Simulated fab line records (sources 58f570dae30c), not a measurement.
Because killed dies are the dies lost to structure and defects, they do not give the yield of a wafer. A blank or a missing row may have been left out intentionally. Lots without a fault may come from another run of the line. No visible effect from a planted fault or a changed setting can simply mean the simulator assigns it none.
The tool behind it: which one? / flow berkeley-cmos170 / 14 lots with 42 wafers sampled at 7 steps, on a route of 331 steps

== WHAT EACH GAUGE READ, for each wafer ==
UCB170_ACTIVE_THK_MEAS_03. Usual: ACTIVE_OXIDE_THK gives 26.9 nm (standard deviation 0.4).
lot=L780; measured=day 4 04:28; on=film-metro-01; ACTIVE_OXIDE_THK (nm)=26.3 26.5 26.4; flag=
lot=L779; measured=day 4 04:28; on=film-metro-04; ACTIVE_OXIDE_THK (nm)=27.3 27.5 27.3; flag=
lot=L781; measured=day 4 08:43; on=film-metro-01; ACTIVE_OXIDE_THK (nm)=26.3 26.0 26.1; flag=
lot=L782; measured=day 4 15:10; on=film-metro-04; ACTIVE_OXIDE_THK (nm)=27.1 26.9 26.8; flag=
lot=L783; measured=day 4 15:08; on=film-metro-01; ACTIVE_OXIDE_THK (nm)=27.2 26.9 27.4; flag=
lot=L784; measured=day 5 00:46; on=film-metro-03; ACTIVE_OXIDE_THK (nm)=27.4 28.1 27.6; flag=
lot=L785; measured=day 5 12:12; on=film-metro-04; ACTIVE_OXIDE_THK (nm)=26.7 26.6 26.6; flag=
lot=L786; measured=day 5 12:14; on=film-metro-01; ACTIVE_OXIDE_THK (nm)=26.7 26.8 27.0; flag=
lot=L787; measured=day 6 02:29; on=film-metro-04; ACTIVE_OXIDE_THK (nm)=26.8 26.8 27.3; flag=
lot=L789; measured=day 6 02:30; on=film-metro-01; ACTIVE_OXIDE_THK (nm)=26.6 26.5 26.9; flag=
lot=L792; measured=day 7 02:05; on=film-metro-03; ACTIVE_OXIDE_THK (nm)=27.1 27.1 26.9; flag=
lot=L791; measured=day 7 02:05; on=film-metro-04; ACTIVE_OXIDE_THK (nm)=26.8 26.7 26.9; flag=
lot=L802; measured=day 8 19:34; on=film-metro-01; ACTIVE_OXIDE_THK (nm)=27.0 26.8 26.6; flag=
lot=L801; measured=day 8 19:31; on=film-metro-01; ACTIVE_OXIDE_THK (nm)=27.3 27.0 26.8; flag=

UCB170_FIELD_THK_MEAS_02. Usual: FIELD_OXIDE_THK gives 565 nm (standard deviation 12).
lot=L780; measured=day 4 21:59; on=film-metro-02; FIELD_OXIDE_THK (nm)=580 566 563; flag=
lot=L779; measured=day 4 21:59; on=film-metro-04; FIELD_OXIDE_THK (nm)=562 562 561; flag=
lot=L781; measured=day 5 09:36; on=film-metro-02; FIELD_OXIDE_THK (nm)=558 556 565; flag=
lot=L782; measured=day 5 09:38; on=film-metro-01; FIELD_OXIDE_THK (nm)=596 592 600; flag=
lot=L783; measured=day 5 09:40; on=film-metro-01; FIELD_OXIDE_THK (nm)=585 582 587; flag=
lot=L784; measured=day 5 20:58; on=film-metro-02; FIELD_OXIDE_THK (nm)=570 582 566; flag=
lot=L785; measured=day 6 08:10; on=film-metro-01; FIELD_OXIDE_THK (nm)=672 677 677 672 677 677; flag=OFF
lot=L786; measured=day 6 08:12; on=film-metro-02; FIELD_OXIDE_THK (nm)=676 673 684 676 672 684; flag=OFF
lot=L787; measured=day 6 19:21; on=film-metro-04; FIELD_OXIDE_THK (nm)=562 561 557; flag=
lot=L789; measured=day 6 22:10; on=film-metro-01; FIELD_OXIDE_THK (nm)=694 693 695 695 692 694; flag=OFF
lot=L792; measured=day 7 15:39; on=film-metro-01; FIELD_OXIDE_THK (nm)=571 562 564; flag=
lot=L791; measured=day 7 15:40; on=film-metro-04; FIELD_OXIDE_THK (nm)=567 580 583; flag=
lot=L802; measured=day 9 22:05; on=film-metro-04; FIELD_OXIDE_THK (nm)=554 557 558; flag=
lot=L801; measured=day 9 22:05; on=film-metro-02; FIELD_OXIDE_THK (nm)=566 555 563; flag=

UCB170_FIELD_THK_MEAS_90. Usual: FIELD_OXIDE_LEFT_1_THK gives 449 nm (standard deviation 12).
lot=L780; measured=day 5 08:47; on=film-metro-01; FIELD_OXIDE_LEFT_1_THK (nm)=464 450 446; flag=
lot=L779; measured=day 5 08:47; on=film-metro-02; FIELD_OXIDE_LEFT_1_THK (nm)=446 447 445; flag=
lot=L781; measured=day 5 19:30; on=film-metro-02; FIELD_OXIDE_LEFT_1_THK (nm)=438 436 445; flag=
lot=L782; measured=day 5 19:32; on=film-metro-01; FIELD_OXIDE_LEFT_1_THK (nm)=479 475 483; flag=
lot=L783; measured=day 5 19:30; on=film-metro-04; FIELD_OXIDE_LEFT_1_THK (nm)=468 465 470; flag=
lot=L784; measured=day 6 09:11; on=film-metro-04; FIELD_OXIDE_LEFT_1_THK (nm)=454 466 450; flag=
lot=L785; measured=day 6 22:54; on=film-metro-01; FIELD_OXIDE_LEFT_1_THK (nm)=556 561 561 556 561 561; flag=OFF
lot=L786; measured=day 6 19:26; on=film-metro-02; FIELD_OXIDE_LEFT_1_THK (nm)=559 556 567 559 556 567; flag=OFF
lot=L787; measured=day 7 03:02; on=film-metro-01; FIELD_OXIDE_LEFT_1_THK (nm)=446 445 441; flag=
lot=L789; measured=day 7 11:15; on=film-metro-01; FIELD_OXIDE_LEFT_1_THK (nm)=577 574 577 577 574 577; flag=OFF
lot=L792; measured=day 7 21:56; on=film-metro-02; FIELD_OXIDE_LEFT_1_THK (nm)=454 446 448; flag=
lot=L791; measured=day 7 21:57; on=film-metro-04; FIELD_OXIDE_LEFT_1_THK (nm)=452 464 468; flag=
lot=L802; measured=day 10 05:34; on=film-metro-02; FIELD_OXIDE_LEFT_1_THK (nm)=436 440 442; flag=
lot=L801; measured=day 10 05:32; on=film-metro-04; FIELD_OXIDE_LEFT_1_THK (nm)=449 438 446; flag=

UCB170_PVT_OVL_MEAS_06. Usual: PVT_OVL gives -3 nm (standard deviation 4.7).
lot=L780; measured=day 6 02:06; on=overlay-02; PVT_OVL (nm)=-1 -8 -3; flag=
lot=L779; measured=day 6 01:50; on=overlay-01; PVT_OVL (nm)=-11 -5 -4; flag=
lot=L781; measured=day 6 19:42; on=overlay-01; PVT_OVL (nm)=5 -2 -2; flag=
lot=L782; measured=day 6 23:44; on=overlay-02; PVT_OVL (nm)=7 0 0; flag=
lot=L783; measured=day 6 23:59; on=overlay-02; PVT_OVL (nm)=2 -3 -1; flag=
lot=L784; measured=day 7 03:58; on=overlay-02; PVT_OVL (nm)=-1 -4 -2; flag=
lot=L785; measured=day 7 14:20; on=overlay-02; PVT_OVL (nm)=0 -6 -11; flag=
lot=L786; measured=day 7 07:11; on=overlay-01; PVT_OVL (nm)=0 -5 8; flag=
lot=L787; measured=day 7 17:19; on=overlay-02; PVT_OVL (nm)=-9 -6 -9; flag=
lot=L789; measured=day 7 23:43; on=overlay-01; PVT_OVL (nm)=4 4 3; flag=
lot=L792; measured=day 8 11:45; on=overlay-01; PVT_OVL (nm)=-2 -3 0; flag=
lot=L791; measured=day 8 12:01; on=overlay-02; PVT_OVL (nm)=-1 2 -1; flag=
lot=L802; measured=day 10 22:05; on=overlay-02; PVT_OVL (nm)=-3 -3 2; flag=
lot=L801; measured=day 10 22:34; on=overlay-02; PVT_OVL (nm)=-3 -5 6; flag=

UCB170_FIELD_THK_MEAS_91. Usual: FIELD_OXIDE_LEFT_2_THK gives 361 nm (standard deviation 12).
lot=L780; measured=day 6 02:31; on=film-metro-02; FIELD_OXIDE_LEFT_2_THK (nm)=375 362 358; flag=
lot=L779; measured=day 6 02:14; on=film-metro-01; FIELD_OXIDE_LEFT_2_THK (nm)=358 358 357; flag=
lot=L781; measured=day 6 20:07; on=film-metro-04; FIELD_OXIDE_LEFT_2_THK (nm)=349 347 356; flag=
lot=L782; measured=day 7 00:10; on=film-metro-04; FIELD_OXIDE_LEFT_2_THK (nm)=391 387 394; flag=
lot=L783; measured=day 7 00:24; on=film-metro-02; FIELD_OXIDE_LEFT_2_THK (nm)=380 377 382; flag=
lot=L784; measured=day 7 04:31; on=film-metro-02; FIELD_OXIDE_LEFT_2_THK (nm)=366 378 362; flag=
lot=L785; measured=day 7 14:53; on=film-metro-01; FIELD_OXIDE_LEFT_2_THK (nm)=468 473 473 468 473 473; flag=OFF
lot=L786; measured=day 7 07:36; on=film-metro-04; FIELD_OXIDE_LEFT_2_THK (nm)=470 467 478 470 467 479; flag=OFF
lot=L787; measured=day 7 17:44; on=film-metro-04; FIELD_OXIDE_LEFT_2_THK (nm)=357 356 352; flag=
lot=L789; measured=day 8 00:08; on=film-metro-02; FIELD_OXIDE_LEFT_2_THK (nm)=490 486 489 489 486 489; flag=OFF
lot=L792; measured=day 8 12:10; on=film-metro-04; FIELD_OXIDE_LEFT_2_THK (nm)=365 357 359; flag=
lot=L791; measured=day 8 12:34; on=film-metro-01; FIELD_OXIDE_LEFT_2_THK (nm)=365 378 381; flag=
lot=L802; measured=day 10 22:30; on=film-metro-01; FIELD_OXIDE_LEFT_2_THK (nm)=349 352 355; flag=
lot=L801; measured=day 10 22:59; on=film-metro-02; FIELD_OXIDE_LEFT_2_THK (nm)=359 347 356; flag=

== WHICH TOOL RAN EACH LOT (tool, then ch and the chambers of the sampled wafers, then the start) ==
lot=L780; UCB170_NWELL_ETCH_13=rie-diel-02 ch 0,2,3, day 2 12:07; UCB170_FIELD_OXIDATION_01=furnace-01 ch 0, day 4 18:59
lot=L779; UCB170_NWELL_ETCH_13=rie-diel-04 ch 0,3, day 2 12:13; UCB170_FIELD_OXIDATION_01=furnace-01 ch 0, day 4 18:59
lot=L781; UCB170_NWELL_ETCH_13=rie-diel-03 ch 0,1,3, day 2 13:00; UCB170_FIELD_OXIDATION_01=furnace-04 ch 0, day 5 06:36
lot=L782; UCB170_NWELL_ETCH_13=rie-diel-04 ch 0,1,2, day 2 20:58; UCB170_FIELD_OXIDATION_01=furnace-04 ch 0, day 5 06:36
lot=L783; UCB170_NWELL_ETCH_13=rie-diel-02 ch 0,1,3, day 3 00:47; UCB170_FIELD_OXIDATION_01=furnace-04 ch 0, day 5 06:36
lot=L784; UCB170_NWELL_ETCH_13=rie-diel-02 ch 1,2, day 3 08:28; UCB170_FIELD_OXIDATION_01=furnace-04 ch 0, day 5 17:58
lot=L785; UCB170_NWELL_ETCH_13=rie-diel-04 ch 0,2,3, day 3 14:17; UCB170_FIELD_OXIDATION_01=furnace-04 ch 0, day 6 05:10
lot=L786; UCB170_NWELL_ETCH_13=rie-diel-04 ch 1,2,3, day 3 18:43; UCB170_FIELD_OXIDATION_01=furnace-04 ch 0, day 6 05:10
lot=L787; UCB170_NWELL_ETCH_13=rie-diel-04 ch 0,1,2, day 3 23:50; UCB170_FIELD_OXIDATION_01=furnace-03 ch 0, day 6 16:21
lot=L789; UCB170_NWELL_ETCH_13=rie-diel-03 ch 0,2,3, day 4 08:51; UCB170_FIELD_OXIDATION_01=furnace-04 ch 0, day 6 19:09
lot=L792; UCB170_NWELL_ETCH_13=rie-diel-03 ch 1,3, day 5 03:12; UCB170_FIELD_OXIDATION_01=furnace-01 ch 0, day 7 12:39
lot=L791; UCB170_NWELL_ETCH_13=rie-diel-03 ch 0,3, day 5 03:36; UCB170_FIELD_OXIDATION_01=furnace-01 ch 0, day 7 12:39
lot=L802; UCB170_NWELL_ETCH_13=rie-diel-02 ch 0,1, day 7 03:44; UCB170_FIELD_OXIDATION_01=furnace-04 ch 0, day 9 19:05
lot=L801; UCB170_NWELL_ETCH_13=rie-diel-04 ch 0,3, day 7 03:50; UCB170_FIELD_OXIDATION_01=furnace-04 ch 0, day 9 19:05
- UCB170_NWELL_ETCH_13: etches Si3N4 in CH3F/Ar/O2, stops on SiO2, target depth 246.4 nm, time 154 s.
- UCB170_FIELD_OXIDATION_01: target thk 558.3 nm, ox time 7200 s.

== WHAT THE TOOLS THEMSELVES READ (means of the sampled wafers that have a number; where no wafer has one, the mark that the record gives instead) ==
UCB170_NWELL_ETCH_13. Usual: drypump-motor-current-A 5.8 A, standard deviation 0.47; oes-product-au 0.936 a.u., standard deviation 0.013; throttle-valve-pct 8.09 %, standard deviation 0.11.
lot=L780; tool=rie-diel-02; drypump-motor-current-A (A)=5.7; oes-product-au (a.u.)=0.957; throttle-valve-pct (%)=8.08; flag=
lot=L779; tool=rie-diel-04; drypump-motor-current-A (A)=6.1; oes-product-au (a.u.)=0.939; throttle-valve-pct (%)=8.13; flag=
lot=L781; tool=rie-diel-03; drypump-motor-current-A (A)=5.5; oes-product-au (a.u.)=0.943; throttle-valve-pct (%)=8.06; flag=
lot=L782; tool=rie-diel-04; drypump-motor-current-A (A)=6.1; oes-product-au (a.u.)=0.938; throttle-valve-pct (%)=8.14; flag=
lot=L783; tool=rie-diel-02; drypump-motor-current-A (A)=5.6; oes-product-au (a.u.)=0.941; throttle-valve-pct (%)=8.05; flag=
lot=L784; tool=rie-diel-02; drypump-motor-current-A (A)=6.1; oes-product-au (a.u.)=0.924; throttle-valve-pct (%)=7.95; flag=
lot=L785; tool=rie-diel-04; drypump-motor-current-A (A)=6.2; oes-product-au (a.u.)=0.936; throttle-valve-pct (%)=8.12; flag=
lot=L786; tool=rie-diel-04; drypump-motor-current-A (A)=6.0; oes-product-au (a.u.)=0.939; throttle-valve-pct (%)=8.16; flag=
lot=L787; tool=rie-diel-04; drypump-motor-current-A (A)=6.1; oes-product-au (a.u.)=0.938; throttle-valve-pct (%)=8.14; flag=
lot=L789; tool=rie-diel-03; drypump-motor-current-A (A)=5.8; oes-product-au (a.u.)=0.934; throttle-valve-pct (%)=8.02; flag=
lot=L792; tool=rie-diel-03; drypump-motor-current-A (A)=5.7; oes-product-au (a.u.)=0.935; throttle-valve-pct (%)=8.05; flag=
lot=L791; tool=rie-diel-03; drypump-motor-current-A (A)=6.0; oes-product-au (a.u.)=0.945; throttle-valve-pct (%)=7.99; flag=
lot=L802; tool=rie-diel-02; drypump-motor-current-A (A)=5.5; oes-product-au (a.u.)=0.933; throttle-valve-pct (%)=8.01; flag=
lot=L801; tool=rie-diel-04; drypump-motor-current-A (A)=6.1; oes-product-au (a.u.)=0.932; throttle-valve-pct (%)=8.13; flag=

UCB170_FIELD_OXIDATION_01. Usual: ox-temp-c-max at 1004.5, with a standard deviation of 1.2.
lot=L780 tool=furnace-01 ox-temp-c-max=1003.2 flag=
lot=L779 tool=furnace-01 ox-temp-c-max=1003.9 flag=
lot=L781 tool=furnace-04 ox-temp-c-max=1005.8 flag=
lot=L782 tool=furnace-04 ox-temp-c-max=1004.7 flag=
lot=L783 tool=furnace-04 ox-temp-c-max=1005.8 flag=
lot=L784 tool=furnace-04 ox-temp-c-max=1004.8 flag=
lot=L785 tool=furnace-04 ox-temp-c-max=1005.2 flag=
lot=L786 tool=furnace-04 ox-temp-c-max=1003.8 flag=
lot=L787 tool=furnace-03 ox-temp-c-max=1002.4 flag=
lot=L789 tool=furnace-04 ox-temp-c-max=1004.5 flag=
lot=L792 tool=furnace-01 ox-temp-c-max=1003.3 flag=
lot=L791 tool=furnace-01 ox-temp-c-max=1003.6 flag=
lot=L802 tool=furnace-04 ox-temp-c-max=1004.9 flag=
lot=L801 tool=furnace-04 ox-temp-c-max=1005.1 flag=

== THE ANSWER, worked out from the rows above alone ==
Rule: a lot counts as off when the mean over its wafers that have a number is more than 3 standard deviations away from the usual mean. A lot without any number at a reading at which 4 lots or more have one is off too. The other lots that the step has rows for count as sound. After the gauges, taken in route order, come the tools' own readings; for these a lot's mean is taken, as printed above. At the first step where some lot is off, the reading lying furthest off is the one used; lots without a number count as furthest.
Off: L785, L786, L789, seen at UCB170_FIELD_THK_MEAS_02 (FIELD_OXIDE_THK).
A tool fits if, at a process step before that reading, it ran every lot that is off, and no sound lot after the first of them. The gauges at UCB170_FIELD_THK_MEAS_02 are tried like those tools. No candidate that was tried fits.

== WHAT THE SIMULATOR HAD INSERTED ==
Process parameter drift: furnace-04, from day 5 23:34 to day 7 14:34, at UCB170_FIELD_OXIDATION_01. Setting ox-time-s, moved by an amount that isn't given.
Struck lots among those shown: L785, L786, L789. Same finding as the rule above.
